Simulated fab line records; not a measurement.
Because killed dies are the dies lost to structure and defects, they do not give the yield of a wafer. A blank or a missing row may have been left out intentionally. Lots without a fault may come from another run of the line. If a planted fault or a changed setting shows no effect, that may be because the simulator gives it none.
A struck lot beside a sound one ; flow ritCmos ; 30 out of 202 route steps
Sound: these wafers, L429.1, L429.5, L429.6. Struck: wafers L433.1, L433.2, L433.5. At the end, the cause is stated.
For every step that has rows: the tool of each side, followed by ch and its chambers, followed by its first start. Under that, the readings that differ: sound wafers ; struck wafers ; difference of the means ; sigmas: that difference in standard deviations of wafers without a fault.
alike: a reading whose means differ by less than 2 such deviations, as well as words and numbers matching on both sides. not compared: withheld readings; readings where some wafer has no value; bounds like >300 that might hide an equal value; numbers whose values overlap and for which the record gives no deviation.
Wherever a step has rows on one side only, a row that says differs or no value, or a row with sigmas, the two part there. When numbers do not overlap yet have no deviation, they are printed without sigmas and do not part them. Lack of a reading on every wafer of one side parts them only where that side has two or more wafers.

RIT_FOX2_THK_MEAS_01:
  struck on filmMetro-03, day 4 13:07; sound on filmMetro-02, day 3 17:47
  alike: FOX2_OXIDE_THK
then, 2 steps without rows for these wafers: RIT_FOX2_CLEAN_02 (cleans in dHF, time 180 s); RIT_FOX2_WET_ETCH_03 (etches Si3N4 in H3PO4, target depth 195 nm, time 2700 s).
RIT_FOX2_THK_MEAS_90:
  struck on filmMetro-03, day 4 13:59; sound on filmMetro-02, day 3 18:40
  alike: FIELD_OXIDE_LEFT_1_THK
then, 6 steps without rows for these wafers: RIT_NWELL_HMDS_00 (prime time 61.17 s); RIT_NWELL_COAT_01 (resist thk 1300 nm); RIT_NWELL_SOFTBAKE_02 (time 60 s); RIT_NWELL_EXPOSE_03 (exposes mask M2, target cd 43900 nm); RIT_NWELL_PEB_04; RIT_NWELL_DEVELOP_05 (develop time 68 s).
RIT_NWELL_OVL_MEAS_06:
  struck on overlay-02, day 4 14:56; sound on overlay-02, day 3 19:44
  alike: NWELL_OVL
then, 1 step without rows for these wafers: RIT_NWELL_HARDBAKE_07 (time 120 s).
RIT_NWELL_IMPLANT_08:
  sound on implanter-01 ch 0, day 3 20:01; struck on implanter-01 ch 0, day 4 15:13
reading;sound;struck;difference;sigmas
doseIonsCm2;4.998e+13 4.999e+13 5.005e+13;6.506e+13 6.513e+13 6.501e+13;+1.506e+13;+99 or more
faradayCurrentUA;159 158 157;212 212 198;+49;+15
  alike: tiltDeg
RIT_NWELL_STRIP_09: strips in O2, time 180 s.
  sound on plasmaAsher-02 ch 0,1, day 3 20:10; struck on plasmaAsher-01 ch 0,1, day 4 15:22
reading;sound;struck;difference;sigmas
drypumpMotorCurrentA (A);6.42 6.46 6.42;5.70 5.96 5.71;-0.64;-3
  alike: o2FlowSccm
  not compared: rfHoursCounterH
RIT_NWELL_TW_MEAS_10:
  struck on filmMetro-04, day 4 15:32; sound on filmMetro-01, day 3 20:20
reading;sound;struck;difference;sigmas
NWELL_TW;2173 2182 2166;2314 2320 2330;+148;+10
then, 6 steps without rows for these wafers: RIT_PWELL_HMDS_00 (prime time 60 s); RIT_PWELL_COAT_01 (resist thk 1300 nm); RIT_PWELL_SOFTBAKE_02 (time 58.85 s); RIT_PWELL_EXPOSE_03 (exposes mask M3, target cd 43700 nm); RIT_PWELL_PEB_04; RIT_PWELL_DEVELOP_05 (develop time 68 s).
RIT_PWELL_OVL_MEAS_06:
  struck on overlay-01, day 4 16:36; sound on overlay-02, day 3 21:41
  alike: PWELL_OVL
then, 2 steps without rows for these wafers: RIT_PWELL_HARDBAKE_07 (time 120 s); RIT_PWELL_IMPLANT_08.
RIT_PWELL_STRIP_09: strips in O2, time 180 s.
  sound on plasmaAsher-03 ch 0,1, day 3 22:20; struck on plasmaAsher-01 ch 0,1, day 4 17:02
  alike: drypumpMotorCurrentA, o2FlowSccm
  not compared: rfHoursCounterH
RIT_PWELL_TW_MEAS_10:
  struck on filmMetro-02, day 4 17:13; sound on filmMetro-01, day 3 22:31
  alike: PWELL_TW
then, 1 step without rows for these wafers: RIT_WELLDRIVE_ANNEAL_00 (time 14700 s).
RIT_WELLDRIVE_RS_MEAS_01: measures by four-point-probe.
  struck on filmMetro-01, day 4 23:00; sound on filmMetro-01, day 4 03:39
reading;sound;struck;difference;sigmas
NWELL_RS (ohm/sq);274.6 274.5 274.4;234.6 235.0 234.9;-39.7;-51
RIT_WELLDRIVE_RS_MEAS_02: measures by four-point-probe.
  struck on filmMetro-01, day 4 23:07; sound on filmMetro-01, day 4 03:46
  alike: PWELL_RS
RIT_M1_PROBE_99:
  struck on prober-01, day 6 08:45; sound on prober-02, day 5 09:01
reading;sound;struck;difference;sigmas
model.etest.nwellPinched.rsOhmSq;335.2 335 335.1;282.3 284.4 282;-52.2;
model.etest.wellEdgeLeft.lineOhmUm;179.7 181.3 181.1;150 150.4 149.9;-31;
model.etest.wellEdgeRight.lineOhmUm;181.1 183.7 181.7;149.8 150.7 150.7;-31.8;
model.etest.pmos_0p15.driveUaUm;236.5 236.6 230.5;226.4 220.3 226.9;-10.0;
  alike: killedAtContacts, killedAtFrontEnd, killedDies, killedOpen, killedShort
  not compared: model.etest.pmos_0p3.rOnOhmUm, model.etest.pmosTurned.rOnOhmUm, model.etest.pmos_0p15.rOnOhmUm, model.etest.pmosTurned.driveUaUm

WHERE THEY PART
Last at RIT_WELLDRIVE_RS_MEAS_01 as far as this record goes, first at RIT_NWELL_IMPLANT_08. Later steps at which nothing parts them and some readings are alike: RIT_WELLDRIVE_RS_MEAS_02, RIT_M1_PROBE_99.

WHY: what the simulator had put in
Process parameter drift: implanter-01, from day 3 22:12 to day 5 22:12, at RIT_NWELL_IMPLANT_08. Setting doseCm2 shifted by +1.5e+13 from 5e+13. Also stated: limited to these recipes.
